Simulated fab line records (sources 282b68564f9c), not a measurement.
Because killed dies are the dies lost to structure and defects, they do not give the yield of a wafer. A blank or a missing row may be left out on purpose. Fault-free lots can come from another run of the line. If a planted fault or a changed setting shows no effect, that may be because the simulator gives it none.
A lot that was struck, set against a sound lot + flow ritCmos + 14 out of 202 route steps
Sound: the wafers L860.2, L860.3, L860.4. Struck: wafers L855.1, L855.3, L855.4. At the end, the cause is stated.
Order at every step that has rows: each side's tool, ch and its chambers, its first start. Under that, the readings that differ: sound wafers + struck wafers + difference of the means + sigmas: that difference in standard deviations of wafers without a fault.
alike: a reading whose means differ by less than 2 such deviations, as well as words and numbers matching on both sides. not compared: withheld readings; readings where some wafer has no value; bounds like >300 that might hide an equal value; numbers whose values overlap and for which the record gives no deviation.
A row with sigmas, a row that says differs or no value, or rows on one side alone: a step with any of these is where the two part. Non-overlapping numbers with no deviation appear without sigmas and do not part them. A reading missing from all wafers of one side parts the sides only when that side holds two or more wafers.

first, 1 step without rows for these wafers: RIT_NSD_IMPLANT_08.
RIT_NSD_STRIP_09: strips in O2, time 180 s.
  sound on plasmaAsher-02 ch 0,1, day 5 01:23; struck on plasmaAsher-04 ch 0,1, day 3 20:04
  alike: chamberPressureMTorr, drypumpMotorCurrentA
  not compared: rfHoursCounterH
RIT_NSD_TW_MEAS_10:
  sound on filmMetro-04, day 5 01:34; struck on filmMetro-02, day 3 20:14
  alike: NSD_TW
then, 6 steps without rows for these wafers: RIT_PSD_HMDS_00 (prime time 60 s); RIT_PSD_COAT_01 (resist thk 1000 nm); RIT_PSD_SOFTBAKE_02 (time 60 s); RIT_PSD_EXPOSE_03 (exposes mask M10, target cd 40900 nm); RIT_PSD_PEB_04; RIT_PSD_DEVELOP_05 (develop time 50 s).
RIT_PSD_OVL_MEAS_06:
  sound on overlay-02, day 5 02:36; struck on overlay-01, day 3 21:08
  alike: PSD_OVL
then, 2 steps without rows for these wafers: RIT_PSD_HARDBAKE_07 (time 60 s); RIT_PSD_IMPLANT_08.
RIT_PSD_STRIP_09: strips in O2, time 180 s.
  sound on plasmaAsher-03 ch 0,1, day 5 02:56; struck on plasmaAsher-01 ch 0,1, day 3 21:29
  no value came back on the struck wafers for chamberPressureMTorr (mTorr), drypumpMotorCurrentA (A); on the sound wafers chamberPressureMTorr (mTorr) reads 3998 3993 4000
| reading                                 | sound | struck            | difference | sigmas |
|-----------------------------------------|-------|-------------------|------------|--------|
| model.NOVOLAK_of_PSD_COAT_01.thkNm (nm) | 0 0 0 | 882.8 882.8 883.5 | +883.0     |        |
  not compared: rfHoursCounterH
RIT_PSD_TW_MEAS_10:
  sound on filmMetro-01, day 5 03:07; struck on filmMetro-04, day 3 21:40
  alike: PSD_TW

## WHERE THEY PART
Within this record, at RIT_PSD_STRIP_09 only. Later steps at which nothing parts them and some readings are alike: RIT_PSD_TW_MEAS_10.

WHY: what the simulator had put in
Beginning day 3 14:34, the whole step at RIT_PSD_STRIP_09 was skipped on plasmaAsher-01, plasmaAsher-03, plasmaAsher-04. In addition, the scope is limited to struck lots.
